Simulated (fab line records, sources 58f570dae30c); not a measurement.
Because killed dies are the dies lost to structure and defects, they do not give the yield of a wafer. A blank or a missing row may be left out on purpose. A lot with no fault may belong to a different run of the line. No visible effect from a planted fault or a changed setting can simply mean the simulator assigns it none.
Split-lot experiment + flow berkeley_cmos170 + 23 wafers read across 5 lots, on a route 331 steps long

== THE SPLIT ==
At UCB170_NVT_COAT_01 (resist thk 900 nm), the setting spin_rpm was moved away from the recipe's 1500 rpm on 8 of the 23 wafers read, by -4.5% to +4.4%. This setting was run at the recipe's value on the other wafers.

The reading is taken at the split's own step.

== THE READING ==
KrF_of_NVT_COAT_01.thk_nm (the simulator's own value, which no gauge read), in nm, at UCB170_NVT_COAT_01 (resist thk 900 nm). There is no usual value for it anywhere in the file. Across the 15 wafers here that went through the recipe, the average is 898.4 nm and the standard deviation 3 nm.

| wafer  | tool, chamber at the split | spin_rpm as run, rpm | against the recipe | KrF_of_NVT_COAT_01.thk_nm, nm | against lot-mates on the recipe |
|--------|----------------------------|----------------------|--------------------|-------------------------------|---------------------------------|
| L076.1 | litho_track-02, 0          | 1432                 | -4.5%              | 918.3                         | +19.0                           |
| L076.2 | litho_track-02, 0          | 1432                 | -4.5%              | 915.4                         | +16.1                           |
| L076.3 | litho_track-02, 0          | 1500                 | recipe             | 899.3                         | -                               |
| L076.4 | litho_track-02, 0          | 1432                 | -4.5%              | 919                           | +19.7                           |
| L076.5 | litho_track-02, 0          | 1500                 | recipe             | 899.4                         | -                               |
| L078.1 | litho_track-02, 0          | 1500                 | recipe             | 894.5                         | -                               |
| L078.2 | litho_track-02, 0          | 1500                 | recipe             | 894.1                         | -                               |
| L078.3 | litho_track-02, 0          | 1500                 | recipe             | 896.4                         | -                               |
| L078.5 | litho_track-02, 0          | 1500                 | recipe             | 894                           | -                               |
| L078.6 | litho_track-02, 0          | 1500                 | recipe             | 894.8                         | -                               |
| L079.1 | litho_track-04, 0          | 1500                 | recipe             | 900.1                         | -                               |
| L079.4 | litho_track-04, 0          | 1500                 | recipe             | 901.7                         | -                               |
| L079.6 | litho_track-04, 0          | 1500                 | recipe             | 902.9                         | -                               |
| L080.1 | litho_track-03, 0          | 1500                 | recipe             | 899.3                         | -                               |
| L080.2 | litho_track-03, 0          | 1500                 | recipe             | 901.5                         | -                               |
| L080.3 | litho_track-03, 0          | 1536                 | +2.4%              | 890                           | -11.1                           |
| L080.4 | litho_track-03, 0          | 1500                 | recipe             | 902.5                         | -                               |
| L080.6 | litho_track-03, 0          | 1536                 | +2.4%              | 889.6                         | -11.5                           |
| L081.1 | litho_track-02, 0          | 1500                 | recipe             | 896.4                         | -                               |
| L081.2 | litho_track-02, 0          | 1500                 | recipe             | 899.5                         | -                               |
| L081.3 | litho_track-02, 0          | 1566                 | +4.4%              | 877.9                         | -20.1                           |
| L081.5 | litho_track-02, 0          | 1566                 | +4.4%              | 877.5                         | -20.5                           |
| L081.6 | litho_track-02, 0          | 1566                 | +4.4%              | 877.8                         | -20.2                           |

THE FIT
A straight line over all 23 wafers: KrF_of_NVT_COAT_01.thk_nm changes by -4.38 nm for each +1% of spin_rpm; r = -0.97; the points scatter about the line by 2.8 nm.
The same after taking each lot's own level away (the mean of its wafers on the recipe; 23 wafers): -4.32 nm for each +1%; r = -0.99; scatter 1.3 nm.
The reading moves by 20 nm for the largest change in spin_rpm, on that fit.
From 894.76 to 901.57 nm: that is the span of the lots' own levels, equal to 2.2 times the standard deviation above.
Hence the lot-to-lot level has little effect on the slope; both slopes agree.
Check: +19.2 nm against its lot-mates is what the line predicts for one of the wafers moved furthest among these (-4.5%) when that wafer is left out of the fit. It came out at +19 nm against them.

== THESE WAFERS: OTHER SPLITS ==
Note: prior to the reading, these wafers also went through further splits. Each is held against what the fit with the lots' levels taken away leaves over:
| other split on the same wafers      | wafers away from the commonest value | r with KrF_of_NVT_COAT_01.thk_nm (lot level and that fit taken away) |
|-------------------------------------|--------------------------------------|----------------------------------------------------------------------|
| UCB170_PWELL_CVD_05 time_s          | 10                                   | +0.05                                                                |
| UCB170_PWELL_COAT_08 resist_thk_nm  | 8                                    | +0.20                                                                |
| UCB170_SACOX_OXIDATION_01 ox_time_s | 15                                   | +0.10                                                                |

== THE WHOLE CHAIN: every reading that the file lists as answering this split, in the file's order ==
| step                | what it does      | reading                                                                    | change (the file's fit)              | r (the file's) |
|---------------------|-------------------|----------------------------------------------------------------------------|--------------------------------------|----------------|
| UCB170_NVT_COAT_01  | resist thk 900 nm | KrF_of_NVT_COAT_01.thk_nm (the simulator's own value, which no gauge read) | -4.35 nm for each +1% of the setting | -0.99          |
| UCB170_NVT_STRIP_08 | strips in O2      | strip_time_to_endpoint_s                                                   | withheld for each +1% of the setting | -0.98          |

== FILE'S OWN FIT ==
KrF_of_NVT_COAT_01.thk_nm changes by -4.35 nm for each +1% of spin_rpm, r = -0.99.
